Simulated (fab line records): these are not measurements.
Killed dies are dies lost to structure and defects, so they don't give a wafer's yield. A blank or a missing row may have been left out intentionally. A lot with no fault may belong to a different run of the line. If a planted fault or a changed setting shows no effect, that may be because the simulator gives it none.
The same fault as seen by 2 desks -- flow berkeley-cmos170 -- each desk holds nothing but its own numbers, with what lay behind them at the end

METROLOGY DESK
What the gauges read, lot by lot, whatever tool the lot ran on: means of the sampled wafers that have a number. Any lot whose mean is over 4 standard deviations away from the usual mean is out of limits and marked OUT; that distance is given in the brackets.
Columns: A = M2_AL_RS at UCB170_M2_RS_MEAS_02, usual 0.0322 ohm/sq; B = V2_OVL at UCB170_V2_OVL_MEAS_13, usual 1 nm; C = M3_BOW at UCB170_M3_BOW_MEAS_20, usual 35 um
lot,first seen here,A,B,C
L809,day 7 15:37,0.0323,-8,37
L810,day 7 16:02,0.0322,11,31
L811,day 8 01:08,0.0322,5,41
L813,day 8 21:37,0.0324,1,29
L815,day 9 03:46,0.0325,0,29
L817,day 9 09:34,0.0319,-2,35
L816,day 9 09:46,0.0324,3,35
L819,day 9 10:00,0.0322,-4,38
L814,day 9 10:14,0.0320,-2,48
L821,day 10 06:36,0.0318,-3,28
L822,day 11 06:12,0.0316,10,41
L827,day 11 15:30,0.0325,0,32
L829,day 11 23:19,0.0321,4,32
L831,day 12 08:22,0.0320,2,34
This desk found nothing out of limits on any of the 14 lots.

AT THE TOOL OWNER'S DESK: pvd-sputter-04
The tool's own readings at UCB170_M3_SPUTTER_01 (material Al, target thk 900 nm, time 120 s): means of the sampled wafers that have a number, for each lot that ran on this tool. Any lot whose mean is over 4 standard deviations away from the usual mean is out of limits and marked OUT; that distance is given in the brackets.
Columns: A = throttle-valve-pct at UCB170_M3_SPUTTER_01, usual 30.0 %
lot,first seen here,A
L810,day 7 21:28,29.8
L811,day 8 10:58,30.4
L819,day 9 15:51,29.1
L821,day 10 15:44,29.6
L827,day 11 21:10,29.3
L829,day 12 06:29,28.5
This desk found nothing out of limits on any of the 6 lots.

ALL TOGETHER
Metrology desk: nothing out of limits seen.
The tool owner's desk saw nothing out of limits.

WHAT THE SIMULATOR HAD INSERTED
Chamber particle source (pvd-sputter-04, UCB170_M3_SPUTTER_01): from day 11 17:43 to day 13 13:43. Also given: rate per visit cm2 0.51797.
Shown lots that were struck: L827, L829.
